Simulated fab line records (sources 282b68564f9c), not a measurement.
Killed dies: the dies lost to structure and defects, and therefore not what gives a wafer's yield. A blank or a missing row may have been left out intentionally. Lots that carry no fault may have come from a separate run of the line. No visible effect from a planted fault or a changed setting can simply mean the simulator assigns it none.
Problem report, 8D (eight disciplines) form, completed by code :: flow rit cmos :: the parts of the form that need people (team, actions taken, sign-off) are left out

## 1. PROBLEM STATEMENT
At RIT_SPACER_ETCHBACK_05, rf fwd power W averages 289.3 W over 6 wafers from 2 lots, while fault-free wafers read 249.2 W, standard deviation 0.78. Measured from the usual mean, that is +51 standard deviations.
The step: etches Si3N4 in SF6/CHF3, stops on SiO2, target depth 250 nm, time 230.9 s.
The first sign was on wafer L445.1 at day 4 09:26, on rie diel-03. The record has a number at this step for 42 wafers belonging to 14 lots. Rule for "out" (also "out of limits"): further than 4 standard deviations from the usual mean. Any other wafer with a number is counted as sound.

## 2. WHAT IT IS, WHAT IT ISN'T
question: which readings at this step
is: rf fwd power W
is not: drypump motor current A, oes product au, throttle valve pct

question: which lots
is: L445, L448
is not: L438, L439, L440, L441, L442, L443, L444, L453, L454, L455, L460, L461

question: which wafers of those lots
is: all that have a number
is not: -

question: read on which tools
is: rie diel-03
is not: rie diel-01, rie diel-02

question: when
is: from day 4 09:26
is not: up to then (21 sound wafers); but 15 sound wafers of L453, L454, L455, L460, L461 came after

## 3. WHAT RULES OUT EACH SUSPECT
Counting: a tool at a process step up to the reading stays a suspect if it ran every lot that is out and no sound lot after the first of them.
- rie diel-03 at RIT_SPACER_ETCHBACK_05 (etches Si3N4 in SF6/CHF3, stops on SiO2, target depth 250 nm, time 230.9 s): ruled out as a lasting fault. The sound lots L461 went through it after L445, its earliest lot that is out (day 4 09:26).
Left after counting: nothing in the record.

## 4. THE CAUSE (what the simulator had put in)
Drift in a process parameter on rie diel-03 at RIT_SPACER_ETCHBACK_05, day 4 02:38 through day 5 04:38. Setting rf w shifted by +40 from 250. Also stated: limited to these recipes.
Counting ruled it out, wrongly.

## 5. SEQUENCE OF EFFECTS, ordered by route
One row per reading whose mean, taken over the struck wafers that have a number, lies over 3 standard deviations from the usual. Only readings for which the record gives a usual standard deviation are gone through. hours: the time from each lot's start at the first step in this table that gives one to its start at this step, as a median over the lots. sigmas: the change in usual standard deviations.
hours: 0
step: RIT_SPACER_ETCHBACK_05
reading: rf fwd power W
usual: 249.2 W
on struck wafers: 289.3
change: +40.1
sigmas: +51
Here are the process steps it includes:
- RIT_SPACER_ETCHBACK_05: etches Si3N4 in SF6/CHF3, stops on SiO2, target depth 250 nm, time 230.9 s.

## 6. HOW IT WOULD HAVE BEEN CAUGHT EARLIER
7 hours passed between the start of the fault at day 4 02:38 and the first reading out of limits in this record, taken at day 4 09:26.
